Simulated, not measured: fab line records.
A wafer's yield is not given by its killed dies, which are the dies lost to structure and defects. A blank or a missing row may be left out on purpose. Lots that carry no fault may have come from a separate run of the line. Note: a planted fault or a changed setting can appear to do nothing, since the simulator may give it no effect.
Which tool did it? | flow rit-cmos | Sampling: 14 lots, 42 wafers, 3 of 202 route steps

WHAT THE GAUGES SHOWED, per wafer
RIT_SILICIDE_RS_MEAS_02: uses a four-point probe to measure. Usual: SILICIDE_TI_RS gives 47.7 ohm/sq (standard deviation 0.71).
lot  | measured    | on            | SILICIDE_TI_RS (ohm/sq) | flag
L952 | day 3 15:04 | film-metro-02 | 46.6 46.3 47.0          |
L953 | day 3 21:17 | film-metro-02 | 47.5 47.2 46.8          |
L956 | day 4 06:40 | film-metro-03 | 48.1 48.4 48.5          |
L957 | day 4 11:52 | film-metro-02 | 47.0 46.7 47.4          |
L958 | day 4 14:14 | film-metro-01 | 49.0 48.7 47.9          |
L959 | day 4 19:57 | film-metro-02 | 47.0 47.1 46.5          |
L962 | day 5 08:59 | film-metro-02 | 47.8 47.6 47.8          |
L961 | day 5 11:12 | film-metro-03 | 47.7 48.1 49.3          |
L963 | day 5 14:44 | film-metro-03 | 47.4 47.7 47.7          |
L964 | day 5 19:54 | film-metro-02 | 47.5 47.9 48.0          |
L970 | day 7 02:27 | film-metro-02 | 47.0 46.8 46.9          |
L971 | day 7 06:55 | film-metro-02 | 20.2 20.7 20.3          | OFF
L973 | day 7 16:44 | film-metro-03 | 20.6 20.4 20.7          | OFF
L975 | day 8 02:40 | film-metro-02 | 46.7 47.2 47.1          |

RIT_SILICIDE_THK_MEAS_03: measures by xrf. Usual: SILICIDE_TI_THK gives 30.3 nm (standard deviation 0.37).
lot  | measured    | on            | SILICIDE_TI_THK (nm) | flag
L952 | day 3 15:11 | film-metro-02 | 30.7 30.9 30.5       |
L953 | day 3 21:24 | film-metro-02 | 30.2 30.5 30.7       |
L956 | day 4 06:46 | film-metro-03 | 30.1 29.9 29.9       |
L957 | day 4 11:58 | film-metro-02 | 30.6 30.8 30.4       |
L958 | day 4 14:22 | film-metro-01 | 29.7 29.9 30.1       |
L959 | day 4 20:03 | film-metro-02 | 30.6 30.6 30.8       |
L962 | day 5 09:05 | film-metro-02 | 30.2 30.5 30.4       |
L961 | day 5 11:19 | film-metro-03 | 30.1 30.1 29.5       |
L963 | day 5 14:51 | film-metro-03 | 30.3 30.2 30.1       |
L964 | day 5 20:01 | film-metro-02 | 30.4 30.1 30.2       |
L970 | day 7 02:34 | film-metro-02 | 30.5 30.9 30.8       |
L971 | day 7 07:02 | film-metro-02 | 61.1 59.9 60.7       | OFF
L973 | day 7 16:50 | film-metro-03 | 59.8 60.6 59.8       | OFF
L975 | day 8 02:47 | film-metro-02 | 30.8 30.7 30.5       |

WHAT TOOL EACH LOT RAN ON (gives the tool, then ch and the chambers of the sampled wafers, and finally the start)
lot  | RIT_SILICIDE_SPUTTER_01
L952 | pvd-sputter-02, day 3 14:55
L953 | pvd-sputter-04, day 3 21:08
L956 | pvd-sputter-03, day 4 06:29
L957 | pvd-sputter-04, day 4 11:41
L958 | pvd-sputter-03, day 4 14:05
L959 | pvd-sputter-04, day 4 19:46
L962 | pvd-sputter-04, day 5 08:49
L961 | pvd-sputter-03, day 5 11:03
L963 | pvd-sputter-04, day 5 14:35
L964 | pvd-sputter-02, day 5 19:43
L970 | pvd-sputter-03, day 7 02:18
L971 | pvd-sputter-02, day 7 06:22
L973 | pvd-sputter-02, day 7 16:11
L975 | pvd-sputter-02, day 8 02:29
- RIT_SILICIDE_SPUTTER_01: material Ti, target thk 30 nm, time 240 s.

AS READ BY THE TOOLS THEMSELVES (means over the sampled wafers that have a number; for cases with no such wafer, the mark the record gives instead)
RIT_SILICIDE_SPUTTER_01. Usual: throttle-valve-pct reads 29.6 % (standard deviation 1).
lot  | tool           | throttle-valve-pct (%) | flag
L952 | pvd-sputter-02 | 30.1                   |
L953 | pvd-sputter-04 | 29.4                   |
L956 | pvd-sputter-03 | 29.2                   |
L957 | pvd-sputter-04 | 29.6                   |
L958 | pvd-sputter-03 | 29.4                   |
L959 | pvd-sputter-04 | 30.1                   |
L962 | pvd-sputter-04 | 29.5                   |
L961 | pvd-sputter-03 | 29.9                   |
L963 | pvd-sputter-04 | 29.8                   |
L964 | pvd-sputter-02 | 30.3                   |
L970 | pvd-sputter-03 | 29.1                   |
L971 | pvd-sputter-02 | 30.0                   |
L973 | pvd-sputter-02 | 30.7                   |
L975 | pvd-sputter-02 | 29.7                   |

THE ANSWER, worked out from the rows above alone
Rule: a lot is off if the mean of its wafers that have a number lies more than 3 standard deviations from the usual mean. A lot without any number at a reading at which 4 lots or more have one is off too. The other lots that the step has rows for count as sound. Order of review: gauges by route order, followed by the tools' own readings, for which a lot's mean as printed above is used. At the first step where some lot is off, the reading lying furthest off is the one used; lots without a number count as furthest.
Off: L971, L973, seen at RIT_SILICIDE_RS_MEAS_02 (SILICIDE_TI_RS).
A tool fits if, at a process step before that reading, it ran every lot that is off, and no sound lot after the first of them. The gauges at RIT_SILICIDE_RS_MEAS_02 are tried like those tools. Not one of the candidates tried fits.

WHAT THE SIMULATOR HAD PUT IN
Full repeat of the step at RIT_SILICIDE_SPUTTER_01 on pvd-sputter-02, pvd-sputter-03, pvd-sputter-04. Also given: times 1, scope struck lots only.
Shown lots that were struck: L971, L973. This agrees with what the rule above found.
